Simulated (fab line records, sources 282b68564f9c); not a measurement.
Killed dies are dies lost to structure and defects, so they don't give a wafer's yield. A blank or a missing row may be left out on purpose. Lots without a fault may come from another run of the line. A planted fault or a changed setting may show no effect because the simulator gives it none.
fab line records | flow rit_cmos
record lots=15 wafers=45 last_day=8
route steps=202 shown M1@184
lots that met no fault: from a run of the same line without faults
start_h: hours from the record's first day to the start of the lot's first wafer shown | wait_h: hours since the lot's step before | " the same as in the row above | L1.1+2: a row that stands for several wafers | - no value, or no start given | * or withheld: withheld | < > ~ a bound
route shown NAME@n: a module of which the file shows steps, and the number in the route of the first | usual: mean/standard deviation of fault-free wafers | same: alike in all rows | chamber/n: place in a boat | sites: the reading at each site | _std_site: their standard deviation | _edge_site: outer sites' mean less inner sites' | radius_mm: how far each site lies from the wafer's centre | mask NAME#n: copy n | behind: the tool/chamber that last shaped the wafer | hold: why the lot was held/for how many hours/how that ended | device: the transistor (n, p or np) that didn't switch | end of line: the same wafers' tests at the end of the route | a step without rows: its recipe alone | killed: dies lost to structure and defects at the first sort, not the wafer's yield | map: a wafer's dies, x killed, . not, _ none there
set.NAME: the setting as run; set.NAME@STEP: as run at that earlier step | model.NAME: the simulator's own value behind a step, which no gauge read
steps of the route over a sample of lots; a table a step, a row a wafer
services: from which hour (start_h, from the record's first day; less than 0 if before it) a tool's chamber was out of use, for how many hours, and why
## steps
# step RIT_M1_SPUTTER_00
# recipe material=Al target_thk_nm=400 power_w=2000 chamber_pressure_pa=0.4 gas=Ar time_s=500 substrate_temp_c=25
# usual throttle_valve_pct=30.2/0.99
# columns lot.wafer tool chamber start_h wait_h throttle_valve_pct
L762.3 pvd_sputter-02 - 65.28 0.0 29.3
L762.5 " - " " 29.0
L762.6 " - " " 29.3
L763.1 pvd_sputter-04 - 71.97 0.0 31.1
L763.2 " - " " 28.5
L763.5 " - " " 30.6
L764.1 pvd_sputter-02 - 77.45 0.0 31.4
L764.4 " - " " 29.4
L764.5 " - " " 29.3
L765.2 pvd_sputter-01 - 80.58 0.0 31.0
L765.3 " - " " 28.6
L765.5 " - " " 29.0
L766.1 pvd_sputter-02 - 80.80 0.0 29.6
L766.4 " - " " 31.2
L766.6 " - " " 29.3
L769.1 pvd_sputter-04 - 97.30 0.0 28.5
L769.3 " - " " 30.7
L769.6 " - " " 30.4
L770.1 pvd_sputter-02 - 103.88 0.0 31.0
L770.2 " - " " 29.4
L770.4 " - " " 31.2
L771.2 pvd_sputter-01 - 109.44 0.0 29.1
L771.4 " - " " 31.6
L771.6 " - " " 31.3
L772.3 pvd_sputter-02 - 110.71 0.0 31.2
L772.4 " - " " 29.5
L772.5 " - " " 31.1
L774.1 pvd_sputter-02 - 119.13 0.0 31.2
L774.3 " - " " 31.4
L774.4 " - " " 29.1
L777.1 pvd_sputter-04 - 137.04 0.0 31.3
L777.4 " - " " 30.6
L777.5 " - " " 31.2
L779.1 pvd_sputter-04 - 148.32 0.0 30.0
L779.4 " - " " 31.3
L779.6 " - " " 28.6
L781.1 pvd_sputter-04 - 157.22 0.0 28.9
L781.2 " - " " 30.3
L781.3 " - " " 30.2
L783.2 pvd_sputter-04 - 165.78 0.0 31.2
L783.5 " - " " 30.1
L783.6 " - " " 30.6
L785.1 pvd_sputter-01 - 177.15 0.0 30.9
L785.2 " - " " 28.6
L785.3 " - " " 29.3
# step RIT_M1_RS_MEAS_01
# recipe thk_meas_gauge=four-point-probe reads=Al_of_M1_SPUTTER_00
# usual M1_AL_RS=0.0732/0.00068
# columns lot.wafer tool chamber start_h wait_h M1_AL_RS[ohm/sq]
L762.3 film_metro-01 - 65.61 0.2 0.0738
L762.5 " - " " 0.0742
L762.6 " - " " 0.0739
L763.1 film_metro-02 - 72.26 0.1 0.0731
L763.2 " - " " 0.0744
L763.5 " - " " 0.0731
L764.1 film_metro-01 - 77.75 0.1 0.0730
L764.4 " - " " 0.0738
L764.5 " - " " 0.0740
L765.2 film_metro-02 - 80.89 0.2 0.0739
L765.3 " - " " 0.0738
L765.5 " - " " 0.0740
L766.1 film_metro-01 - 81.09 0.1 0.0735
L766.4 " - " " 0.0731
L766.6 " - " " 0.0733
L769.1 film_metro-04 - 97.59 0.1 0.0722
L769.3 " - " " 0.0727
L769.6 " - " " 0.0722
L770.1 film_metro-02 - 104.17 0.1 0.0717
L770.2 " - " " 0.0760
L770.4 " - " " 0.0722
L771.2 film_metro-04 - 109.76 0.2 0.0728
L771.4 " - " " 0.0723
L771.6 " - " " 0.0727
L772.3 film_metro-04 - 111.05 0.2 0.0725
L772.4 " - " " 0.0759
L772.5 " - " " 0.0724
L774.1 film_metro-02 - 119.43 0.1 0.0742
L774.3 " - " " 0.0735
L774.4 " - " " 0.0766
L777.1 film_metro-02 - 137.33 0.1 0.0730
L777.4 " - " " 0.0726
L777.5 " - " " 0.0728
L779.1 film_metro-04 - 148.61 0.1 0.0745
L779.4 " - " " 0.0751
L779.6 " - " " 0.0745
L781.1 film_metro-04 - 157.52 0.1 0.0736
L781.2 " - " " 0.0739
L781.3 " - " " 0.0739
L783.2 film_metro-01 - 166.09 0.2 0.0733
L783.5 " - " " 0.0728
L783.6 " - " " 0.0728
L785.1 film_metro-04 - 177.44 0.1 0.0736
L785.2 " - " " 0.0735
L785.3 " - " " 0.0734
# step RIT_M1_THK_MEAS_02
# recipe thk_meas_gauge=xrf reads=Al_of_M1_SPUTTER_00
# usual M1_AL_THK=402/3.9
# columns lot.wafer tool chamber start_h wait_h M1_AL_THK[nm]
L762.3 film_metro-01 - 65.71 0.1 399
L762.5 " - " " 399
L762.6 " - " " 398
L763.1 film_metro-02 - 72.38 0.1 401
L763.2 " - " " 396
L763.5 " - " " 403
L764.1 film_metro-01 - 77.87 0.1 402
L764.4 " - " " 400
L764.5 " - " " 397
L765.2 film_metro-02 - 81.00 0.1 399
L765.3 " - " " 398
L765.5 " - " " 398
L766.1 film_metro-01 - 81.21 0.1 397
L766.4 " - " " 402
L766.6 " - " " 401
L769.1 film_metro-04 - 97.71 0.1 408
L769.3 " - " " 406
L769.6 " - " " 407
L770.1 film_metro-02 - 104.29 0.1 409
L770.2 " - " " 389
L770.4 " - " " 407
L771.2 film_metro-04 - 109.87 0.1 404
L771.4 " - " " 408
L771.6 " - " " 405
L772.3 film_metro-04 - 111.15 0.1 406
L772.4 " - " " 387
L772.5 " - " " 409
L774.1 film_metro-02 - 119.55 0.1 396
L774.3 " - " " 401
L774.4 " - " " 383
L777.1 film_metro-02 - 137.45 0.1 405
L777.4 " - " " 404
L777.5 " - " " 405
L779.1 film_metro-04 - 148.73 0.1 396
L779.4 " - " " 394
L779.6 " - " " 393
L781.1 film_metro-04 - 157.64 0.1 400
L781.2 " - " " 398
L781.3 " - " " 399
L783.2 film_metro-01 - 166.20 0.1 403
L783.5 " - " " 407
L783.6 " - " " 406
L785.1 film_metro-04 - 177.56 0.1 399
L785.2 " - " " 400
L785.3 " - " " 400
# step RIT_M1_PROBE_99
# usual defect_limited_yield=97.5/1.1 killed_at_M0_to_M3=0.0/0.14 killed_at_contacts=0.1/0.27 killed_at_front_end=6.5/2.8 killed_dies=6.6/2.8 killed_open=3.5/2 killed_short=3.2/1.8 sort_bin_3_pad_short=0.1/0.26 sort_bin_5_function=1.5/0.72 sort_bin_6_memory=0.9/0.67 sort_n_pass=257.4/2.8 sort_yield_pct=97.5/1.1
# same gross_dies=264 killed_at_M4_up=0 killed_at_back_side=0 killed_at_other=0
# columns lot.wafer tool chamber start_h wait_h defect_limited_yield[%] killed_at_M0_to_M3 killed_at_contacts killed_at_front_end killed_dies killed_open killed_short sort_bin_3_pad_short[%] sort_bin_5_function[%] sort_bin_6_memory[%] sort_n_pass sort_yield_pct[%]
L762.3 prober-01 - 69.61 0.2 96.2 0 0 10 10 4 6 0.4 1.1 2.3 254.0 96.2
L762.5 prober-01 - 69.71 0.2 98.1 0 0 5 5 1 4 0.4 0.4 1.1 259.0 98.1
L762.6 prober-01 - 69.76 0.2 98.5 0 1 3 4 3 1 0 0.8 0.8 260.0 98.5
L766.1 prober-02 - 86.21 0.1 97.7 0 0 6 6 4 2 0 1.5 0.8 258.0 97.7
L766.4 prober-02 - 86.36 0.2 97.7 0 0 6 6 2 4 0 1.5 0.8 258.0 97.7
L766.6 prober-02 - 86.46 0.2 98.9 0 1 2 3 1 2 0 0.4 0.8 261.0 98.9
L774.1 prober-02 - 123.27 0.1 97.3 0 0 7 7 3 4 0 1.5 1.1 257.0 97.3
L774.3 prober-02 - 123.37 0.2 98.9 0 0 3 3 1 2 0 0.8 0.4 261.0 98.9
L774.4 prober-02 - 123.42 0.2 97.0 0 0 8 8 2 6 0.4 1.1 1.5 256.0 97.0
L777.1 prober-02 - 141.23 0.1 97.0 0 0 8 8 5 3 0 1.9 1.1 256.0 97.0
L777.4 prober-02 - 141.38 0.2 98.9 0 0 3 3 2 1 0.4 0.4 0.4 261.0 98.9
L777.5 prober-02 - 141.43 0.2 96.2 0 0 10 10 4 6 1.5 1.9 0.4 254.0 96.2
L781.1 prober-02 - 161.46 0.1 96.2 0 0 10 10 6 4 0 1.5 2.3 254.0 96.2
L781.2 prober-02 - 161.51 0.1 99.2 0 0 2 2 1 1 0 0 0.8 262.0 99.2
L781.3 prober-02 - 161.56 0.2 96.2 0 0 10 10 6 4 0 3.4 0.4 254.0 96.2
# killed by level:class
L762.3 FOX1:geometric_particle:short=2 GATE:geometric_particle:open=2 FOX1:geometric_particle:open=1 GATE:geometric_particle:short=1 REOX:geometric_particle:short=1 SPACER:geometric_particle:open=1 SPACER:geometric_particle:short=1 SILICIDE:geometric_particle:short=1
L762.5 FOX1:geometric_particle:short=2 SPACER:geometric_particle:short=2 GATE:geometric_particle:open=1
L762.6 FOX1:geometric_particle:open=1 GATE:geometric_particle:open=1 SPACER:geometric_particle:open=1 CONTACT:geometric_particle:short=1
L766.1 SILICIDE:geometric_particle:open=2 FOX1:geometric_particle:short=1 GATE:geometric_particle:open=1 REOX:geometric_particle:open=1 SILICIDE:geometric_particle:short=1
L766.4 FOX2:geometric_particle:open=2 FOX1:geometric_particle:short=1 FOX2:geometric_particle:short=1 GATE:geometric_particle:short=1 SILICIDE:geometric_particle:short=1
L766.6 FOX1:geometric_particle:short=1 SPACER:geometric_particle:open=1 CONTACT:geometric_particle:short=1
L774.1 REOX:geometric_particle:short=2 SPACER:geometric_particle:short=2 SILICIDE:geometric_particle:open=2 GATE:geometric_particle:open=1
L774.3 REOX:geometric_particle:open=1 SPACER:geometric_particle:short=1 SILICIDE:geometric_particle:short=1
L774.4 SILICIDE:geometric_particle:short=3 REOX:geometric_particle:short=2 GATE:geometric_particle:open=1 SPACER:geometric_particle:short=1 SILICIDE:geometric_particle:open=1
L777.1 GATE:geometric_particle:open=4 GATE:geometric_particle:short=2 FOX1:geometric_particle:short=1 FOX2:geometric_particle:open=1
L777.4 FOX2:geometric_particle:open=1 SPACER:geometric_particle:open=1 SILICIDE:geometric_particle:short=1
L777.5 GATE:geometric_particle:short=3 GATE:geometric_particle:open=2 ACTIVE:geometric_particle:short=1 FOX2:geometric_particle:short=1 FOX2:geometric_particle:open=1 REOX:geometric_particle:open=1 SILICIDE:geometric_particle:short=1
L781.1 GATE:geometric_particle:open=3 GATE:geometric_particle:short=3 FOX1:geometric_particle:short=1 FOX2:geometric_particle:open=1 SPACER:geometric_particle:open=1 SILICIDE:geometric_particle:open=1
L781.2 GATE:geometric_particle:short=1 GATE:geometric_particle:open=1
L781.3 FOX1:geometric_particle:open=2 GATE:geometric_particle:short=2 SPACER:geometric_particle:open=2 FOX2:geometric_particle:short=1 GATE:geometric_particle:open=1 SPACER:geometric_particle:short=1 SILICIDE:geometric_particle:open=1
## services
# columns tool chamber start_h hours kind
pvd_sputter-04 - 68.71 3.1 repair
pvd_sputter-01 - 93.47 4.7 repair
pvd_sputter-02 - 107.52 1.8 repair
pvd_sputter-01 - 147.13 0.9 repair
## key
first_sign step=RIT_M1_RS_MEAS_01 reading=M1_AL_RS direction=up sigmas=4.3 usual=0.0732 struck=0.0761
effect step=RIT_M1_THK_MEAS_02 reading=M1_AL_THK direction=down sigmas=4 usual=402 struck=386
met_at RIT_M1_SPUTTER_00
struck_lots L770,L772,L774
struck_wafers L770.2,L772.4,L774.4
onset_between 80.80 103.88
fault kind=process_parameter_drift tool=pvd_sputter-02 chamber=- onset_h=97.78 steps=RIT_M1_SPUTTER_00 channel=target_thk_nm offset=-14.658 shape=step end_h=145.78 stated=400 scope=struck_wafers_only
